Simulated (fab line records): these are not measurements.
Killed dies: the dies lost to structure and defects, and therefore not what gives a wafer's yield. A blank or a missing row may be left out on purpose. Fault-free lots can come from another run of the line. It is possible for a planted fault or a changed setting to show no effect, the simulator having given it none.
Which tool is to blame? :: flow berkeley cmos170 :: 42 wafers from 14 lots sampled at 4 of the route's 331 steps

== WHAT THE GAUGES READ, wafer by wafer ==
UCB170_CONTACT_CD_MEAS_90: the cd target is 700 nm. Usual: cd nm reads 700.6 nm (standard deviation 1.6).
lot: L920
measured: day 7 00:00
on: cd sem-01
cd nm (nm): 698.9 699.2 699.8
flag: 

lot: L921
measured: day 7 01:56
on: cd sem-02
cd nm (nm): 699.9 701.1 698.6
flag: 

lot: L922
measured: day 7 13:32
on: cd sem-02
cd nm (nm): 703.0 701.1 701.6
flag: 

lot: L923
measured: day 7 13:16
on: cd sem-02
cd nm (nm): 700.7 699.7 703.0
flag: 

lot: L924
measured: day 7 22:37
on: cd sem-02
cd nm (nm): 699.1 699.1 699.8
flag: 

lot: L928
measured: day 8 20:27
on: cd sem-01
cd nm (nm): 700.2 700.2 701.3
flag: 

lot: L931
measured: day 9 07:41
on: cd sem-02
cd nm (nm): 705.5 702.6 704.9
flag: 

lot: L932
measured: day 10 01:36
on: cd sem-01
cd nm (nm): 698.9 699.8 698.8
flag: 

lot: L936
measured: day 10 01:19
on: cd sem-01
cd nm (nm): 701.2 699.0 701.2
flag: 

lot: L935
measured: day 10 01:47
on: cd sem-02
cd nm (nm): 703.4 701.2 703.1
flag: 

lot: L934
measured: day 10 01:53
on: cd sem-02
cd nm (nm): 700.8 698.7 698.9
flag: 

lot: L938
measured: day 10 12:35
on: cd sem-01
cd nm (nm): 699.3 702.7 702.5
flag: 

lot: L940
measured: day 11 11:54
on: cd sem-02
cd nm (nm): 699.1 701.2 701.5
flag: 

lot: L942
measured: day 11 11:38
on: cd sem-02
cd nm (nm): 699.5 700.3 701.2
flag: 

== WHAT TOOL EACH LOT RAN ON (gives the tool, then ch and the chambers of the sampled wafers, and finally the start) ==
lot: L920
UCB170_PLDD_COAT_01: litho track-02 ch 0, day 6 06:27
UCB170_PLDD_STRIP_10: plasma asher-01 ch 0,1, day 6 07:44
UCB170_CONTACT_RTA_08: rtp anneal-01 ch 0, day 6 22:22

lot: L921
UCB170_PLDD_COAT_01: litho track-01 ch 0, day 6 07:07
UCB170_PLDD_STRIP_10: plasma asher-02 ch 0,1, day 6 08:23
UCB170_CONTACT_RTA_08: rtp anneal-01 ch 0, day 7 00:28

lot: L922
UCB170_PLDD_COAT_01: litho track-02 ch 0, day 6 20:37
UCB170_PLDD_STRIP_10: plasma asher-04 ch 0,1, day 6 21:46
UCB170_CONTACT_RTA_08: rtp anneal-02 ch 0, day 7 11:20

lot: L923
UCB170_PLDD_COAT_01: litho track-01 ch 0, day 6 20:55
UCB170_PLDD_STRIP_10: plasma asher-02 ch 0,1, day 6 22:10
UCB170_CONTACT_RTA_08: rtp anneal-01 ch 0, day 7 11:20

lot: L924
UCB170_PLDD_COAT_01: litho track-02 ch 0, day 7 03:12
UCB170_PLDD_STRIP_10: plasma asher-04 ch 0,1, day 7 04:40
UCB170_CONTACT_RTA_08: rtp anneal-01 ch 0, day 7 20:38

lot: L928
UCB170_PLDD_COAT_01: litho track-02 ch 0, day 7 23:25
UCB170_PLDD_STRIP_10: plasma asher-04 ch 0, day 8 00:32
UCB170_CONTACT_RTA_08: rtp anneal-02 ch 0, day 8 18:57

lot: L931
UCB170_PLDD_COAT_01: litho track-04 ch 0, day 8 08:47
UCB170_PLDD_STRIP_10: plasma asher-02 ch 0,1, day 8 10:24
UCB170_CONTACT_RTA_08: rtp anneal-01 ch 0, day 9 06:02

lot: L932
UCB170_PLDD_COAT_01: litho track-02 ch 0, day 9 03:32
UCB170_PLDD_STRIP_10: plasma asher-02 ch 0,1, day 9 05:09
UCB170_CONTACT_RTA_08: rtp anneal-02 ch 0, day 9 23:40

lot: L936
UCB170_PLDD_COAT_01: litho track-01 ch 0, day 9 03:35
UCB170_PLDD_STRIP_10: plasma asher-01 ch 0,1, day 9 05:31
UCB170_CONTACT_RTA_08: rtp anneal-01 ch 0, day 9 23:40

lot: L935
UCB170_PLDD_COAT_01: litho track-04 ch 0, day 9 03:37
UCB170_PLDD_STRIP_10: plasma asher-01 ch 0,1, day 9 05:52
UCB170_CONTACT_RTA_08: rtp anneal-01 ch 0, day 9 23:51

lot: L934
UCB170_PLDD_COAT_01: litho track-02 ch 0, day 9 03:59
UCB170_PLDD_STRIP_10: plasma asher-02 ch 0,1, day 9 06:07
UCB170_CONTACT_RTA_08: rtp anneal-02 ch 0, day 10 00:05

lot: L938
UCB170_PLDD_COAT_01: litho track-01 ch 0, day 9 16:59
UCB170_PLDD_STRIP_10: plasma asher-01 ch 1, day 9 18:40
UCB170_CONTACT_RTA_08: rtp anneal-02 ch 0, day 10 10:23

lot: L940
UCB170_PLDD_COAT_01: litho track-04 ch 0, day 10 14:55
UCB170_PLDD_STRIP_10: plasma asher-01 ch 0, day 10 16:14
UCB170_CONTACT_RTA_08: rtp anneal-02 ch 0, day 11 10:23

lot: L942
UCB170_PLDD_COAT_01: litho track-01 ch 0, day 10 14:55
UCB170_PLDD_STRIP_10: plasma asher-04 ch 0, day 10 16:04
UCB170_CONTACT_RTA_08: rtp anneal-01 ch 0, day 11 10:10
- UCB170_PLDD_COAT_01: resist thk 900 nm.
- UCB170_PLDD_STRIP_10: strips in O2.
- UCB170_CONTACT_RTA_08: time 10 s.

== AS READ BY THE TOOLS THEMSELVES (means over the sampled wafers that have a number; for cases with no such wafer, the mark the record gives instead) ==
UCB170_PLDD_COAT_01. Usual: chill plate temp C 23.01 C, standard deviation 0.11; resist line temp C 22.99 C, standard deviation 0.11; spin speed rpm 1500.2 rpm, standard deviation 0.97.
lot: L920
tool: litho track-02
chill plate temp C (C): 23.14
resist line temp C (C): 22.95
spin speed rpm (rpm): 1500.6
flag: 

lot: L921
tool: litho track-01
chill plate temp C (C): 23.08
resist line temp C (C): 23.12
spin speed rpm (rpm): 1500.6
flag: 

lot: L922
tool: litho track-02
chill plate temp C (C): 23.03
resist line temp C (C): 23.03
spin speed rpm (rpm): 1501.4
flag: 

lot: L923
tool: litho track-01
chill plate temp C (C): 22.92
resist line temp C (C): 23.05
spin speed rpm (rpm): 1499.3
flag: 

lot: L924
tool: litho track-02
chill plate temp C (C): 23.08
resist line temp C (C): 23.02
spin speed rpm (rpm): 1500.6
flag: 

lot: L928
tool: litho track-02
chill plate temp C (C): 22.93
resist line temp C (C): 22.97
spin speed rpm (rpm): 1501.5
flag: 

lot: L931
tool: litho track-04
chill plate temp C (C): 23.02
resist line temp C (C): 22.94
spin speed rpm (rpm): 1500.3
flag: 

lot: L932
tool: litho track-02
chill plate temp C (C): 23.14
resist line temp C (C): 22.98
spin speed rpm (rpm): 1590.1
flag: OFF

lot: L936
tool: litho track-01
chill plate temp C (C): 23.02
resist line temp C (C): 22.84
spin speed rpm (rpm): 1499.8
flag: 

lot: L935
tool: litho track-04
chill plate temp C (C): 22.93
resist line temp C (C): 23.13
spin speed rpm (rpm): 1499.8
flag: 

lot: L934
tool: litho track-02
chill plate temp C (C): 23.08
resist line temp C (C): 22.91
spin speed rpm (rpm): 1589.6
flag: OFF

lot: L938
tool: litho track-01
chill plate temp C (C): 23.11
resist line temp C (C): 23.01
spin speed rpm (rpm): 1499.3
flag: 

lot: L940
tool: litho track-04
chill plate temp C (C): 23.00
resist line temp C (C): 22.96
spin speed rpm (rpm): 1499.2
flag: 

lot: L942
tool: litho track-01
chill plate temp C (C): 23.07
resist line temp C (C): 23.06
spin speed rpm (rpm): 1500.0
flag: 

UCB170_PLDD_STRIP_10. Usual: chamber pressure mTorr 3500 mTorr, standard deviation 3.7; drypump motor current A 5.6 A, standard deviation 0.34; oes product au 0.734 a.u., standard deviation 0.0045; strip time to endpoint s 21.63 s, standard deviation 0.049.
lot: L920
tool: plasma asher-01
chamber pressure mTorr (mTorr): 3498
drypump motor current A (A): 5.8
oes product au (a.u.): 0.734
strip time to endpoint s (s): 21.75
flag: 

lot: L921
tool: plasma asher-02
chamber pressure mTorr (mTorr): 3500
drypump motor current A (A): 5.5
oes product au (a.u.): 0.735
strip time to endpoint s (s): 21.66
flag: 

lot: L922
tool: plasma asher-04
chamber pressure mTorr (mTorr): 3498
drypump motor current A (A): 5.9
oes product au (a.u.): 0.733
strip time to endpoint s (s): 21.64
flag: 

lot: L923
tool: plasma asher-02
chamber pressure mTorr (mTorr): 3498
drypump motor current A (A): 5.5
oes product au (a.u.): 0.730
strip time to endpoint s (s): 21.64
flag: 

lot: L924
tool: plasma asher-04
chamber pressure mTorr (mTorr): 3495
drypump motor current A (A): 5.7
oes product au (a.u.): 0.731
strip time to endpoint s (s): 21.63
flag: 

lot: L928
tool: plasma asher-04
chamber pressure mTorr (mTorr): 3499
drypump motor current A (A): 5.5
oes product au (a.u.): 0.733
strip time to endpoint s (s): 21.61
flag: 

lot: L931
tool: plasma asher-02
chamber pressure mTorr (mTorr): 3499
drypump motor current A (A): 5.5
oes product au (a.u.): 0.739
strip time to endpoint s (s): 21.65
flag: 

lot: L932
tool: plasma asher-02
chamber pressure mTorr (mTorr): 3504
drypump motor current A (A): 5.3
oes product au (a.u.): 0.730
strip time to endpoint s (s): 21.04
flag: OFF

lot: L936
tool: plasma asher-01
chamber pressure mTorr (mTorr): 3501
drypump motor current A (A): 5.6
oes product au (a.u.): 0.734
strip time to endpoint s (s): 21.63
flag: 

lot: L935
tool: plasma asher-01
chamber pressure mTorr (mTorr): 3506
drypump motor current A (A): 5.7
oes product au (a.u.): 0.737
strip time to endpoint s (s): 21.62
flag: 

lot: L934
tool: plasma asher-02
chamber pressure mTorr (mTorr): 3501
drypump motor current A (A): 5.3
oes product au (a.u.): 0.737
strip time to endpoint s (s): 21.01
flag: OFF

lot: L938
tool: plasma asher-01
chamber pressure mTorr (mTorr): 3504
drypump motor current A (A): 6.0
oes product au (a.u.): 0.735
strip time to endpoint s (s): 21.65
flag: 

lot: L940
tool: plasma asher-01
chamber pressure mTorr (mTorr): 3501
drypump motor current A (A): 5.5
oes product au (a.u.): 0.735
strip time to endpoint s (s): 21.59
flag: 

lot: L942
tool: plasma asher-04
chamber pressure mTorr (mTorr): 3500
drypump motor current A (A): 5.5
oes product au (a.u.): 0.737
strip time to endpoint s (s): 21.62
flag: 

UCB170_CONTACT_RTA_08. Usual: lamp power pct 26.8 %, standard deviation 0.51; wafer_temp_C_max 903.9, standard deviation 1.4.
lot: L920
tool: rtp anneal-01
lamp power pct (%): 27.2
wafer_temp_C_max: 904.5
flag: 

lot: L921
tool: rtp anneal-01
lamp power pct (%): 27.2
wafer_temp_C_max: 904.7
flag: 

lot: L922
tool: rtp anneal-02
lamp power pct (%): 26.2
wafer_temp_C_max: 902.4
flag: 

lot: L923
tool: rtp anneal-01
lamp power pct (%): 27.2
wafer_temp_C_max: 904.9
flag: 

lot: L924
tool: rtp anneal-01
lamp power pct (%): 27.3
wafer_temp_C_max: 903.9
flag: 

lot: L928
tool: rtp anneal-02
lamp power pct (%): 26.2
wafer_temp_C_max: 902.5
flag: 

lot: L931
tool: rtp anneal-01
lamp power pct (%): 27.2
wafer_temp_C_max: 904.6
flag: 

lot: L932
tool: rtp anneal-02
lamp power pct (%): 26.2
wafer_temp_C_max: 902.5
flag: 

lot: L936
tool: rtp anneal-01
lamp power pct (%): 27.2
wafer_temp_C_max: 904.7
flag: 

lot: L935
tool: rtp anneal-01
lamp power pct (%): 27.3
wafer_temp_C_max: 904.1
flag: 

lot: L934
tool: rtp anneal-02
lamp power pct (%): 26.2
wafer_temp_C_max: 903.5
flag: 

lot: L938
tool: rtp anneal-02
lamp power pct (%): 26.2
wafer_temp_C_max: 902.7
flag: 

lot: L940
tool: rtp anneal-02
lamp power pct (%): 26.2
wafer_temp_C_max: 902.7
flag: 

lot: L942
tool: rtp anneal-01
lamp power pct (%): 27.2
wafer_temp_C_max: 905.4
flag: 

== THE ANSWER, worked out from the rows above alone ==
Rule: a lot is off if the mean of its wafers that have a number lies more than 3 standard deviations from the usual mean. A lot without any number at a reading at which 4 lots or more have one is off too. All remaining lots with rows at the step are treated as sound. Order of review: gauges by route order, followed by the tools' own readings, for which a lot's mean as printed above is used. The first step at which some lot is off is used, and at that step the reading that is off furthest; a lot without a number counts as furthest.
Off, at UCB170_PLDD_COAT_01 on spin speed rpm: L932, L934.
If a tool, at that step or one of the process steps before it, ran each lot that is off and ran no sound lot following the first of them, it fits. One fits: UCB170_PLDD_COAT_01 on litho track-02. Its last sound lot is L928 (day 7 23:25), its first lot that is off L932 (day 9 03:32): a fault that began between those two fits.
On the lots that are off, the tool's own readings at UCB170_PLDD_COAT_01 differ by more than 5 times the standard deviation of the sound lots' means, which bears it out; spin speed rpm reads 1589.8 rpm there versus 1500.2 rpm on the sound lots.

== WHAT THE SIMULATOR HAD PUT IN ==
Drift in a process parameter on litho track-02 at UCB170_PLDD_COAT_01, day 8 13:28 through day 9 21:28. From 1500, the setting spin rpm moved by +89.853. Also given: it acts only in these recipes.
Lots struck among those shown: L932, L934. Same finding as the rule above.
